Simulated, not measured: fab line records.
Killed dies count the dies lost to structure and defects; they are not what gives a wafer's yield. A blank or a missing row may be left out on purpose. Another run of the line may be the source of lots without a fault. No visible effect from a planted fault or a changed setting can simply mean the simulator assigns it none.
A struck lot beside a sound one ; flow berkeley-cmos170 ; 17 steps out of a route of 331
Sound: wafers L727.2, L727.3, L727.5. Struck: wafers L733.2, L733.3, L733.6. The cause is named last.
For every step that has rows: the tool of each side, followed by ch and its chambers, followed by its first start. Under that, the readings that differ: sound wafers ; struck wafers ; difference of the means ; sigmas: that difference in standard deviations of wafers without a fault.
alike: a reading whose means differ by less than 2 such deviations, as well as words and numbers matching on both sides. not compared: withheld readings; readings where some wafer has no value; bounds like >300 that might hide an equal value; numbers whose values overlap and for which the record gives no deviation.
A row with sigmas, a row that says differs or no value, or rows on one side alone: a step with any of these is where the two part. Numbers that have no deviation but don't overlap get no sigmas and don't part them. A reading that every wafer of one side lacks parts them only if that side has two wafers or more.

first, 1 step without rows for these wafers: UCB170_M3_SOFTBAKE_06 (time 60 s).
UCB170_M3_STRIP_07: strips in O2.
  sound on plasma-asher-02 ch 0, day 11 14:10; struck on plasma-asher-03 ch 1, day 13 04:52
  alike: drypump-motor-current-A, oes-product-au, strip-time-to-endpoint-s
  not compared: rf-hours-counter-h
then, 7 steps without rows for these wafers: UCB170_M3_STRIP_08 (strips KrF in DMSO, time 600 s); UCB170_M3_COAT_09; UCB170_M3_COAT_10 (resist thk 900 nm); UCB170_M3_SOFTBAKE_11 (time 59.14 s); UCB170_M3_EXPOSE_12 (exposes mask METAL3, target cd 700 nm); UCB170_M3_PEB_13; UCB170_M3_DEVELOP_14 (develop time 45 s).
UCB170_M3_CD_MEAS_15: the cd target is 700 nm.
  sound on cd-sem-02 at day 11 15:38; struck on cd-sem-02 at day 13 06:46
  alike: cd-nm
UCB170_M3_OVL_MEAS_16:
  sound on overlay-01 at day 11 15:44; struck on overlay-01 at day 13 06:52
  alike: M3_OVL
UCB170_M3_ETCH_17: etches BARC in N2/H2.
  sound on rie-diel-04 ch 0,1,2, day 11 15:46; struck on rie-diel-01 ch 0,1,2, day 13 06:54
reading;sound;struck;difference;sigmas
oes-product-au (a.u.);1.052 1.031 1.013;0.979 1.008 0.976;-0.044;-2
  alike: bias-w, chamber-pressure-mTorr, drypump-motor-current-A, throttle-valve-pct
UCB170_M3_METAL_ETCH_18: etches Al in Cl2/BCl3, stops on SiO2, target depth 1170 nm, time 195 s.
  sound on rie-metal-02 ch 0,1, day 11 15:49; struck on rie-metal-04 ch 0,1, day 13 06:56
  no value came back on the struck wafers for any of 6 readings (bcl3-flow-sccm (sccm), bias-w (W) and others); on the sound wafers bcl3-flow-sccm (sccm) reads 45.25 45.02 44.99
reading;sound;struck;difference;sigmas
model.KrF_of_M3_COAT_10.thk-nm (nm);212.9 203.6 200.1;886.2 888.6 885.6;+681.3;
model.SiO2_of_V2_CVD_00.thk-nm (nm);938.1 938 937.4;996 994.4 995.4;+57;
  not compared: rf-hours-counter-h
UCB170_M3_STRIP_19: strips in O2.
  sound on plasma-asher-04 ch 0,1, day 11 16:00; struck on plasma-asher-04 ch 0,1, day 13 07:08
reading;sound;struck;difference;sigmas
oes-product-au (a.u.);0.541 0.531 0.530;0.728 0.716 0.724;+0.189;+20
  alike: drypump-motor-current-A
  not compared: rf-hours-counter-h
UCB170_M3_CD_MEAS_90: the cd target is 700 nm.
  sound on cd-sem-02 at day 11 16:07; struck on cd-sem-02 at day 13 07:15
reading;sound;struck;difference;sigmas
cd-nm (nm);703.4 700.9 704.7;- - -;no value on the struck wafers;
UCB170_M3_BOW_MEAS_20:
  sound on film-metro-02 at day 11 16:14; struck on film-metro-01 at day 13 07:22
  alike: M3_BOW
UCB170_M3_PROBE_99:
  sound on prober-01 at day 11 16:23; struck on prober-02 at day 13 07:31
reading;sound;struck;difference;sigmas
model.etest.tester.sort-n-pass;260 256 262;0 0 0;-259;
model.etest.tester.sort_bin_5_pct (%);0.7576 1.894 0.7576;100 99.62 99.24;+98;
model.etest.tester.sort-yield-pct (%);98.48 96.97 99.24;0 0 0;-98;
model.etest.antenna-m3.over-limit;0 0 0;1 1 1;+1;
model.etest.antenna-m2.over-limit;0 0 0;1 1 1;+1;
model.etest.antenna-m3.short;0 0 0;1 1 1;+1;
model.etest.antenna-m2.short;0 0 0;1 1 1;+1;

== WHERE THEY PART ==
At UCB170_M3_ETCH_17 first; at UCB170_M3_CD_MEAS_90 last (within this record only). Later steps at which nothing parts them and some readings are alike: UCB170_M3_BOW_MEAS_20.

WHY: whatever the simulator had introduced
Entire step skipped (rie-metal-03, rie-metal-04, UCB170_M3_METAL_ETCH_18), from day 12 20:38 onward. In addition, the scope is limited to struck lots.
